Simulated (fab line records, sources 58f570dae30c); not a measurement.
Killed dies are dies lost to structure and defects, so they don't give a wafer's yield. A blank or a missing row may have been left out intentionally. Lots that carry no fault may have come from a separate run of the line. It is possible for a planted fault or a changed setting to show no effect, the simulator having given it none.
Which tool was responsible? / flow berkeley-cmos170 / Sampling: 15 lots, 45 wafers, 5 of 331 route steps

== WHAT EACH GAUGE READ, for each wafer ==
UCB170_PSD_TW_MEAS_10. Usual: PSD_TW 2318, standard deviation 14.
lot=L653; measured=day 7 12:04; on=film-metro-04; PSD_TW=2314 2301 2322; flag=
lot=L654; measured=day 8 04:55; on=film-metro-02; PSD_TW=2299 2307 2309; flag=
lot=L655; measured=day 8 05:10; on=film-metro-01; PSD_TW=2330 2316 2327; flag=
lot=L658; measured=day 8 23:46; on=film-metro-01; PSD_TW=2318 2338 2336; flag=
lot=L657; measured=day 9 00:19; on=film-metro-01; PSD_TW=2331 2337 2330; flag=
lot=L661; measured=day 9 10:32; on=film-metro-02; PSD_TW=2293 2297 2301; flag=
lot=L660; measured=day 9 10:16; on=film-metro-04; PSD_TW=2308 2310 2327; flag=
lot=L663; measured=day 10 07:55; on=film-metro-04; PSD_TW=2331 2325 2314; flag=
lot=L664; measured=day 10 08:11; on=film-metro-01; PSD_TW=2328 2340 2336; flag=
lot=L666; measured=day 10 22:16; on=film-metro-01; PSD_TW=2321 2327 2333; flag=
lot=L665; measured=day 10 22:32; on=film-metro-02; PSD_TW=2290 2292 2299; flag=
lot=L667; measured=day 10 22:32; on=film-metro-04; PSD_TW=2315 2308 2309; flag=
lot=L668; measured=day 11 17:23; on=film-metro-01; PSD_TW=2342 2334 2336; flag=
lot=L669; measured=day 11 17:08; on=film-metro-02; PSD_TW=2307 2307 2320; flag=
lot=L671; measured=day 12 02:38; on=film-metro-02; PSD_TW=2292 2291 2309; flag=

UCB170_SDANNEAL_RS_MEAS_05: uses a four-point probe to measure. Usual: NLDD_RS 616.6 ohm/sq, standard deviation 1.6.
lot=L653; measured=day 7 17:20; on=film-metro-04; NLDD_RS (ohm/sq)=614.0 617.4 616.8; flag=
lot=L654; measured=day 8 09:04; on=film-metro-01; NLDD_RS (ohm/sq)=613.8 613.6 614.0; flag=
lot=L655; measured=day 8 09:03; on=film-metro-02; NLDD_RS (ohm/sq)=619.8 618.9 618.2; flag=
lot=L658; measured=day 9 02:49; on=film-metro-01; NLDD_RS (ohm/sq)=615.4 616.5 616.6; flag=
lot=L657; measured=day 9 03:39; on=film-metro-04; NLDD_RS (ohm/sq)=615.7 612.9 615.3; flag=
lot=L661; measured=day 9 13:59; on=film-metro-01; NLDD_RS (ohm/sq)=619.8 617.0 617.5; flag=
lot=L660; measured=day 9 13:43; on=film-metro-04; NLDD_RS (ohm/sq)=616.5 618.1 617.5; flag=
lot=L663; measured=day 10 11:52; on=film-metro-04; NLDD_RS (ohm/sq)=618.6 618.8 617.4; flag=
lot=L664; measured=day 10 12:15; on=film-metro-02; NLDD_RS (ohm/sq)=616.5 617.1 618.0; flag=
lot=L666; measured=day 11 01:41; on=film-metro-01; NLDD_RS (ohm/sq)=614.9 614.1 615.3; flag=
lot=L665; measured=day 11 02:05; on=film-metro-02; NLDD_RS (ohm/sq)=618.7 617.9 620.6; flag=
lot=L667; measured=day 11 01:47; on=film-metro-04; NLDD_RS (ohm/sq)=558.9 566.3 565.1; flag=OFF
lot=L668; measured=day 11 23:52; on=film-metro-04; NLDD_RS (ohm/sq)=550.0 545.6 567.1; flag=OFF
lot=L669; measured=day 11 23:22; on=film-metro-02; NLDD_RS (ohm/sq)=558.7 555.4 575.5; flag=OFF
lot=L671; measured=day 12 07:02; on=film-metro-04; NLDD_RS (ohm/sq)=614.5 614.9 615.9; flag=

== EACH LOT AND THE TOOL THAT RAN IT (in order: tool; ch and the chambers of the sampled wafers; start) ==
lot=L653; UCB170_NLDD_IMPLANT_08=implanter-01 ch 0, day 7 04:16; UCB170_SDANNEAL_RTA_00=rtp-anneal-01 ch 0, day 7 16:49; UCB170_SDANNEAL_RTA_01=rtp-anneal-01 ch 0, day 7 16:53
lot=L654; UCB170_NLDD_IMPLANT_08=implanter-03 ch 0, day 7 19:10; UCB170_SDANNEAL_RTA_00=rtp-anneal-01 ch 0, day 8 08:34; UCB170_SDANNEAL_RTA_01=rtp-anneal-01 ch 0, day 8 08:38
lot=L655; UCB170_NLDD_IMPLANT_08=implanter-01 ch 0, day 7 19:35; UCB170_SDANNEAL_RTA_00=rtp-anneal-02 ch 0, day 8 08:34; UCB170_SDANNEAL_RTA_01=rtp-anneal-02 ch 0, day 8 08:38
lot=L658; UCB170_NLDD_IMPLANT_08=implanter-04 ch 0, day 8 15:02; UCB170_SDANNEAL_RTA_00=rtp-anneal-02 ch 0, day 9 02:20; UCB170_SDANNEAL_RTA_01=rtp-anneal-02 ch 0, day 9 02:24
lot=L657; UCB170_NLDD_IMPLANT_08=implanter-03 ch 0, day 8 15:29; UCB170_SDANNEAL_RTA_00=rtp-anneal-02 ch 0, day 9 03:10; UCB170_SDANNEAL_RTA_01=rtp-anneal-02 ch 0, day 9 03:14
lot=L661; UCB170_NLDD_IMPLANT_08=implanter-03 ch 0, day 9 02:08; UCB170_SDANNEAL_RTA_00=rtp-anneal-02 ch 0, day 9 13:29; UCB170_SDANNEAL_RTA_01=rtp-anneal-02 ch 0, day 9 13:34
lot=L660; UCB170_NLDD_IMPLANT_08=implanter-01 ch 0, day 9 02:33; UCB170_SDANNEAL_RTA_00=rtp-anneal-01 ch 0, day 9 13:13; UCB170_SDANNEAL_RTA_01=rtp-anneal-01 ch 0, day 9 13:17
lot=L663; UCB170_NLDD_IMPLANT_08=implanter-03 ch 0, day 9 22:38; UCB170_SDANNEAL_RTA_00=rtp-anneal-02 ch 0, day 10 11:23; UCB170_SDANNEAL_RTA_01=rtp-anneal-02 ch 0, day 10 11:28
lot=L664; UCB170_NLDD_IMPLANT_08=implanter-01 ch 0, day 9 22:59; UCB170_SDANNEAL_RTA_00=rtp-anneal-01 ch 0, day 10 11:46; UCB170_SDANNEAL_RTA_01=rtp-anneal-01 ch 0, day 10 11:50
lot=L666; UCB170_NLDD_IMPLANT_08=implanter-03 ch 0, day 10 10:32; UCB170_SDANNEAL_RTA_00=rtp-anneal-02 ch 0, day 11 01:12; UCB170_SDANNEAL_RTA_01=rtp-anneal-02 ch 0, day 11 01:16
lot=L665; UCB170_NLDD_IMPLANT_08=implanter-01 ch 0, day 10 10:46; UCB170_SDANNEAL_RTA_00=rtp-anneal-02 ch 0, day 11 01:37; UCB170_SDANNEAL_RTA_01=rtp-anneal-02 ch 0, day 11 01:40
lot=L667; UCB170_NLDD_IMPLANT_08=implanter-01 ch 0, day 10 16:07; UCB170_SDANNEAL_RTA_00=rtp-anneal-01 ch 0, day 11 01:19; UCB170_SDANNEAL_RTA_01=rtp-anneal-01 ch 0, day 11 01:22
lot=L668; UCB170_NLDD_IMPLANT_08=implanter-01 ch 0, day 11 07:34; UCB170_SDANNEAL_RTA_00=rtp-anneal-02 ch 0, day 11 23:22; UCB170_SDANNEAL_RTA_01=rtp-anneal-02 ch 0, day 11 23:26
lot=L669; UCB170_NLDD_IMPLANT_08=implanter-01 ch 0, day 11 08:10; UCB170_SDANNEAL_RTA_00=rtp-anneal-01 ch 0, day 11 22:51; UCB170_SDANNEAL_RTA_01=rtp-anneal-01 ch 0, day 11 22:55
lot=L671; UCB170_NLDD_IMPLANT_08=implanter-04 ch 0, day 11 19:17; UCB170_SDANNEAL_RTA_00=rtp-anneal-02 ch 0, day 12 06:32; UCB170_SDANNEAL_RTA_01=rtp-anneal-02 ch 0, day 12 06:37
- UCB170_NLDD_IMPLANT_08
- UCB170_SDANNEAL_RTA_00: time 10 s.
- UCB170_SDANNEAL_RTA_01: time 5 s.

== WHAT THE TOOLS THEMSELVES READ (means of the sampled wafers that have a number; where no wafer has one, the mark that the record gives instead) ==
UCB170_NLDD_IMPLANT_08. Usual: dose-ions-cm2 5e+13, standard deviation 5.3e+10; rotation-deg 0.002 degrees, standard deviation 0.017.
lot=L653; tool=implanter-01; dose-ions-cm2=5e+13; rotation-deg (degrees)=0.001; flag=
lot=L654; tool=implanter-03; dose-ions-cm2=5e+13; rotation-deg (degrees)=0.001; flag=
lot=L655; tool=implanter-01; dose-ions-cm2=5e+13; rotation-deg (degrees)=-0.002; flag=
lot=L658; tool=implanter-04; dose-ions-cm2=5e+13; rotation-deg (degrees)=0.015; flag=
lot=L657; tool=implanter-03; dose-ions-cm2=5e+13; rotation-deg (degrees)=0.010; flag=
lot=L661; tool=implanter-03; dose-ions-cm2=5e+13; rotation-deg (degrees)=-0.004; flag=
lot=L660; tool=implanter-01; dose-ions-cm2=5e+13; rotation-deg (degrees)=0.015; flag=
lot=L663; tool=implanter-03; dose-ions-cm2=5e+13; rotation-deg (degrees)=-0.002; flag=
lot=L664; tool=implanter-01; dose-ions-cm2=5e+13; rotation-deg (degrees)=-0.008; flag=
lot=L666; tool=implanter-03; dose-ions-cm2=5e+13; rotation-deg (degrees)=0.016; flag=
lot=L665; tool=implanter-01; dose-ions-cm2=5e+13; rotation-deg (degrees)=0.007; flag=
lot=L667; tool=implanter-01; dose-ions-cm2=5e+13; rotation-deg (degrees)=0.005; flag=
lot=L668; tool=implanter-01; dose-ions-cm2=5e+13; rotation-deg (degrees)=-0.004; flag=
lot=L669; tool=implanter-01; dose-ions-cm2=5e+13; rotation-deg (degrees)=0.011; flag=
lot=L671; tool=implanter-04; dose-ions-cm2=5e+13; rotation-deg (degrees)=0.004; flag=

UCB170_SDANNEAL_RTA_00. Usual: lamp-power-pct 24 %, standard deviation 3.1; wafer_temp_C_max 904.1, standard deviation 1.5.
lot=L653; tool=rtp-anneal-01; lamp-power-pct (%)=27; wafer_temp_C_max=905.0; flag=
lot=L654; tool=rtp-anneal-01; lamp-power-pct (%)=27; wafer_temp_C_max=905.8; flag=
lot=L655; tool=rtp-anneal-02; lamp-power-pct (%)=21; wafer_temp_C_max=902.8; flag=
lot=L658; tool=rtp-anneal-02; lamp-power-pct (%)=21; wafer_temp_C_max=902.8; flag=
lot=L657; tool=rtp-anneal-02; lamp-power-pct (%)=21; wafer_temp_C_max=903.3; flag=
lot=L661; tool=rtp-anneal-02; lamp-power-pct (%)=21; wafer_temp_C_max=902.4; flag=
lot=L660; tool=rtp-anneal-01; lamp-power-pct (%)=27; wafer_temp_C_max=905.8; flag=
lot=L663; tool=rtp-anneal-02; lamp-power-pct (%)=21; wafer_temp_C_max=903.1; flag=
lot=L664; tool=rtp-anneal-01; lamp-power-pct (%)=27; wafer_temp_C_max=905.1; flag=
lot=L666; tool=rtp-anneal-02; lamp-power-pct (%)=21; wafer_temp_C_max=902.5; flag=
lot=L665; tool=rtp-anneal-02; lamp-power-pct (%)=21; wafer_temp_C_max=903.1; flag=
lot=L667; tool=rtp-anneal-01; lamp-power-pct (%)=27; wafer_temp_C_max=905.0; flag=
lot=L668; tool=rtp-anneal-02; lamp-power-pct (%)=21; wafer_temp_C_max=903.0; flag=
lot=L669; tool=rtp-anneal-01; lamp-power-pct (%)=27; wafer_temp_C_max=905.5; flag=
lot=L671; tool=rtp-anneal-02; lamp-power-pct (%)=21; wafer_temp_C_max=902.9; flag=

UCB170_SDANNEAL_RTA_01. Usual: lamp-power-pct 36 %, standard deviation 4.8; wafer_temp_C_max 1054.8, standard deviation 1.7.
lot=L653; tool=rtp-anneal-01; lamp-power-pct (%)=41; wafer_temp_C_max=1055.0; flag=
lot=L654; tool=rtp-anneal-01; lamp-power-pct (%)=41; wafer_temp_C_max=1055.2; flag=
lot=L655; tool=rtp-anneal-02; lamp-power-pct (%)=32; wafer_temp_C_max=1053.0; flag=
lot=L658; tool=rtp-anneal-02; lamp-power-pct (%)=32; wafer_temp_C_max=1053.3; flag=
lot=L657; tool=rtp-anneal-02; lamp-power-pct (%)=32; wafer_temp_C_max=1053.3; flag=
lot=L661; tool=rtp-anneal-02; lamp-power-pct (%)=32; wafer_temp_C_max=1054.1; flag=
lot=L660; tool=rtp-anneal-01; lamp-power-pct (%)=41; wafer_temp_C_max=1055.3; flag=
lot=L663; tool=rtp-anneal-02; lamp-power-pct (%)=32; wafer_temp_C_max=1053.3; flag=
lot=L664; tool=rtp-anneal-01; lamp-power-pct (%)=41; wafer_temp_C_max=1056.3; flag=
lot=L666; tool=rtp-anneal-02; lamp-power-pct (%)=32; wafer_temp_C_max=1053.1; flag=
lot=L665; tool=rtp-anneal-02; lamp-power-pct (%)=32; wafer_temp_C_max=1053.3; flag=
lot=L667; tool=rtp-anneal-01; lamp-power-pct (%)=41; wafer_temp_C_max=1056.9; flag=
lot=L668; tool=rtp-anneal-02; lamp-power-pct (%)=32; wafer_temp_C_max=1054.2; flag=
lot=L669; tool=rtp-anneal-01; lamp-power-pct (%)=41; wafer_temp_C_max=1055.7; flag=
lot=L671; tool=rtp-anneal-02; lamp-power-pct (%)=32; wafer_temp_C_max=1053.9; flag=

== THE ANSWER, worked out from the rows above alone ==
Rule: a lot is off if the mean of its wafers that have a number lies more than 3 standard deviations from the usual mean. Also off: a lot with no number at a reading for which 4 or more lots have one. Where the step has rows for the other lots, those lots are counted as sound. Order of review: gauges by route order, followed by the tools' own readings, for which a lot's mean as printed above is used. At the first step where some lot is off, the reading lying furthest off is the one used; lots without a number count as furthest.
Off: L667, L668, L669, seen at UCB170_SDANNEAL_RS_MEAS_05 (NLDD_RS).
If a tool, at a process step before that reading, ran all the lots that are off and no sound lot after the first of them, it fits. Gauges at UCB170_SDANNEAL_RS_MEAS_05: tried the same way as those tools. One fits: UCB170_NLDD_IMPLANT_08 on implanter-01. Its last sound lot is L665 (day 10 10:46), its first lot that is off L667 (day 10 16:07): a fault that began between those two fits.

== WHAT THE SIMULATOR HAD PUT IN ==
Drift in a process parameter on implanter-01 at UCB170_NLDD_IMPLANT_08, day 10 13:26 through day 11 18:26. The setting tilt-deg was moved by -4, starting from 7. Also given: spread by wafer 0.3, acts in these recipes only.
Shown lots that were struck: L667, L669, L668. The rule above found the same.
